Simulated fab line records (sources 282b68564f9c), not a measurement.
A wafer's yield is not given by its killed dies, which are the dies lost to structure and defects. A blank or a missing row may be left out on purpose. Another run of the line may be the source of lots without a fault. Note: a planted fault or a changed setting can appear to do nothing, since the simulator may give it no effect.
Problem report, 8D (eight disciplines) form, completed by code    flow ritCmos    the parts of the form that need people (team, actions taken, sign-off) are left out

== 1. THE ISSUE ==
Wafers without a fault read 6.3, standard deviation 2.9; killedAtFrontEnd at RIT_M1_PROBE_99 reads a mean of 138.3 on 6 wafers belonging to 2 lots. That puts it +46 standard deviations away from the usual mean.
Seen first at day 5 16:38 on prober-02, wafer L568.1. Wafers with a number at this step in the record: 39, from 13 lots. Rule for "out", or "out of limits": more than 4 standard deviations from the usual mean. Any other wafer with a number is counted as sound.

== 2. WHAT IT IS; WHAT IT IS NOT ==
question                     is                                         is not
which readings at this step  killedAtFrontEnd, killedDies, killedOnRim  killedOpen, killedShort
which lots                   L568, L569                                 L557, L558, L559, L560, L561, L573, L575, L576, L577, L579, L580
which wafers of those lots   all that have a number                     -
read on which tools          prober-02                                  prober-01
when                         from day 5 16:38                           up to then (15 sound wafers); but 18 sound wafers of L573, L575, L576, L577, L579, L580 came after

== 3. SUSPECTS, AND WHAT RULES EACH OUT ==
Counting: a tool stays on the suspect list if, at a process step up to the reading, it processed all lots that are out and no sound lot following the first of them.
- furnace-01 at RIT_FOX1_OXIDATION_00 (target thk 350.7 nm, ox time 1130 s): kept. All lots that are out passed through it, beginning with L568 at day 3 22:52, and no sound lot followed; its final sound lot before that point was L560 at day 2 07:47.
- prober-02 at RIT_M1_PROBE_99: ruled out as a lasting fault. After its first lot that is out, L568 (day 5 16:38), sound lots L573, L575, L577, L579 ran on it.
After counting, what remains is furnace-01 at RIT_FOX1_OXIDATION_00.

== 4. THE CAUSE (what the simulator had put in) ==
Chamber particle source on furnace-01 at RIT_FOX1_OXIDATION_00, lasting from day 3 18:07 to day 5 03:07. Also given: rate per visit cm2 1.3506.
This tool alone remained once counting was done.

== 5. THE EFFECT CHAIN, in route order ==
One row per reading whose mean, taken over the struck wafers that have a number, lies over 3 standard deviations from the usual. Only readings whose record carries a usual standard deviation are examined. hours: median over the lots of the time between each lot's start at the first step of this table that gives one and its start at this step. sigmas: the change, counted in usual standard deviations.
hours  step             reading           usual  on struck wafers  change  sigmas
0      RIT_M1_PROBE_99  killedAtFrontEnd  6.3    138.3             +132.0  +46
0      RIT_M1_PROBE_99  killedDies        6.4    138.5             +132.1  +46
0      RIT_M1_PROBE_99  killedOnRim       1.7    36.8              +35.1   +25
Here are the process steps it includes:
- RIT_M1_PROBE_99

== 6. WHAT WOULD HAVE CAUGHT IT SOONER ==
47 hours passed between the start of the fault at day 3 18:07 and the first reading out of limits in this record, taken at day 5 16:38.
Of the tool readings at RIT_FOX1_OXIDATION_00 for which the record gives a usual standard deviation, none was out on any struck wafer, so an alarm limit of 4 standard deviations on them would not have fired.
By day 5 16:38, every lot that is out (2) had started RIT_FOX1_OXIDATION_00 on furnace-01. Tool hold at that time: it would have spared none of them.
